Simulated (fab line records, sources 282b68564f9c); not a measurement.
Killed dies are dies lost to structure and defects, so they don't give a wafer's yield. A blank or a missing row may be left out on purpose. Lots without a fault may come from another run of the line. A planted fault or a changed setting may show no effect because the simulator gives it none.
A struck lot beside a sound one | flow rit_cmos | 15 steps out of a route of 202
Sound: wafers L383.1, L383.2, L383.4. Struck: wafer L390.2. (L390.1, L390.3 of the same lot were not struck and are left out.) The cause comes at the end.
At each step with rows: each side's tool, then ch and its chambers, then its first start. Under that, the readings that differ: sound wafers | struck wafers | difference of the means | sigmas: that difference in standard deviations of wafers without a fault.
alike: readings whose means differ by less than 2 such deviations, and words and numbers that are the same on both sides. not compared: withheld readings, readings that some wafer has no value for, bounds like >300 that may hide the same value, and numbers for which the record gives no deviation and whose values overlap.
The two part at a step that has a row with sigmas, a row that says differs or no value, or rows on one side only. Numbers that don't overlap but have no deviation are shown without sigmas and don't part them. A reading that every wafer of one side lacks parts them only if that side has two wafers or more.

first, 1 step without rows for these wafers: RIT_ACTIVE_OXIDATION_01 (target thk 46.8 nm, ox time 3360 s).
RIT_ACTIVE_THK_MEAS_02:
  sound on film_metro-04, day 3 14:03; struck on film_metro-04, day 5 01:03
  alike: ACTIVE_OXIDE_THK
then, 1 step without rows for these wafers: RIT_ACTIVE_CVD_03 (deposits Si3N4 from SiH2Cl2/NH3, target thk 150 nm, time 1500 s).
RIT_ACTIVE_THK_MEAS_04:
  sound on film_metro-02, day 3 15:32; struck on film_metro-04, day 5 02:32
  alike: ACTIVE_NITRIDE_THK
then, 6 steps without rows for these wafers: RIT_ACTIVE_HMDS_05 (prime time 60 s); RIT_ACTIVE_COAT_06 (resist thk 1000 nm); RIT_ACTIVE_SOFTBAKE_07 (time 60 s); RIT_ACTIVE_EXPOSE_08 (exposes mask M1, target cd 1400 nm); RIT_ACTIVE_PEB_09; RIT_ACTIVE_DEVELOP_10 (develop time 50 s).
RIT_ACTIVE_CD_MEAS_11: target cd 1400 nm.
  sound on cd_sem-02, day 3 16:34; struck on cd_sem-02, day 5 03:26
  alike: cd_nm
then, 1 step without rows for these wafers: RIT_ACTIVE_HARDBAKE_12 (time 60 s).
RIT_ACTIVE_ETCH_13: etches Si3N4 in SF6, stops on SiO2, time 210 s, target depth 210 nm.
  sound on rie_diel-02 ch 0,2,3, day 3 16:55; struck on rie_diel-01 ch 3, day 5 03:44
  reading                                     | sound             | struck | difference | sigmas
  oes_product_au (a.u.)                       | 0.803 0.793 0.791 | 0.765  | -0.031     | -3
  throttle_valve_pct (%)                      | 7.59 7.41 7.53    | 7.37   | -0.14      | -2
  model.NOVOLAK_of_ACTIVE_COAT_06.thk_nm (nm) | 659.9 649 661.4   | 740.2  | +83.4      |
  model.ACTIVE.feature_depth_nm (nm)          | 146.5 149.1 146.7 | 129.2  | -18.2      |
  model.etch.depth_nm (nm)                    | 146.5 147.2 146.7 | 129.2  | -17.6      |
  alike: drypump_motor_current_A
  not compared: rf_hours_counter_h
RIT_ACTIVE_STRIP_14: strips in O2, time 180 s.
  sound on plasma_asher-01 ch 0,1, day 3 17:02; struck on plasma_asher-01 ch 1, day 5 03:52
  alike: drypump_motor_current_A
  not compared: rf_hours_counter_h
RIT_M1_PROBE_99:
  sound on prober-01, day 5 16:06; struck on prober-02, day 6 23:56
  reading             | sound | struck | difference | sigmas
  killed_at_contacts  | 0 0 1 | 1      | +1         | +3
  killed_at_front_end | 4 5 5 | 263    | +258       | +92
  killed_dies         | 4 5 6 | 264    | +259       | +96
  killed_on_rim       | 2 1 1 | 70     | +69        | +53
  killed_short        | 2 2 3 | 6      | +4         | +2
  alike: killed_open

WHERE THEY PART
First at RIT_ACTIVE_ETCH_13; last, within this record, at RIT_M1_PROBE_99.

WHY: what the simulator had put in
Process parameter drift: rie_diel-01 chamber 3, from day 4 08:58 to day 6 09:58, at RIT_ACTIVE_ETCH_13. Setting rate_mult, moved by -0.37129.
